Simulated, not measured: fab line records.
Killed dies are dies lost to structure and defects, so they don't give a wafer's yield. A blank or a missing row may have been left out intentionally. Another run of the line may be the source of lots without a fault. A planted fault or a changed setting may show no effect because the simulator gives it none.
Which of the tools did it? | flow berkeley cmos170 | 7 lots with 21 wafers sampled at 2 steps, on a route of 331 steps

## WHAT EACH GAUGE READ, for each wafer
UCB170_PWELL_TW_MEAS_17.
lot  | measured    | on            | PWELL_TW
L608 | day 3 16:51 | film metro-03 | 380 381 380
L609 | day 4 00:29 | film metro-02 | 375 375 376
L612 | day 4 19:13 | film metro-02 | 379 378 377
L615 | day 5 06:22 | film metro-02 | 456 456 454
L622 | day 6 21:16 | film metro-04 | 385 383 381
L628 | day 7 19:19 | film metro-04 | 386 384 382
L629 | day 7 23:35 | film metro-04 | 385 383 385

## WHAT TOOL EACH LOT RAN ON (gives the tool, then ch and the chambers of the sampled wafers, and finally the start)
lot  | UCB170_PWELL_IMPLANT_15
L608 | implanter-02 ch 0, day 3 16:36
L609 | implanter-02 ch 0, day 4 00:14
L612 | implanter-03 ch 0, day 4 18:58
L615 | implanter-02 ch 0, day 5 06:08
L622 | implanter-03 ch 0, day 6 21:02
L628 | implanter-03 ch 0, day 7 19:04
L629 | implanter-03 ch 0, day 7 23:20
- UCB170_PWELL_IMPLANT_15

## THE ANSWER, worked out from the rows above alone
Rule: what is usual is taken from the lots themselves. The widest of any qualifying gaps counts: lots, ordered by their means at a reading, are off when they make up no more than a third of the lots, leave a main group of 4 or more, and stand apart from it by 3 or more times the standard deviation of that group's means. A main group is skipped when, at the precision printed for the reading in the tables above, its means are all equal. Also off: a lot with no number at a reading for which 4 or more lots have one. Where the step has rows for the other lots, those lots are counted as sound.
Off: L615, seen at UCB170_PWELL_TW_MEAS_17 (PWELL_TW). The main group has a mean of 381 with a standard deviation of 3.3.
A tool fits if, at a process step before that reading, it ran every lot that is off, and no sound lot after the first of them. Gauges at UCB170_PWELL_TW_MEAS_17: tried the same way as those tools. Undecided on this evidence; 2 tools fit (implanter-02 at UCB170_PWELL_IMPLANT_15, film metro-02 at UCB170_PWELL_TW_MEAS_17).

## WHAT HAD BEEN PUT IN BY THE SIMULATOR
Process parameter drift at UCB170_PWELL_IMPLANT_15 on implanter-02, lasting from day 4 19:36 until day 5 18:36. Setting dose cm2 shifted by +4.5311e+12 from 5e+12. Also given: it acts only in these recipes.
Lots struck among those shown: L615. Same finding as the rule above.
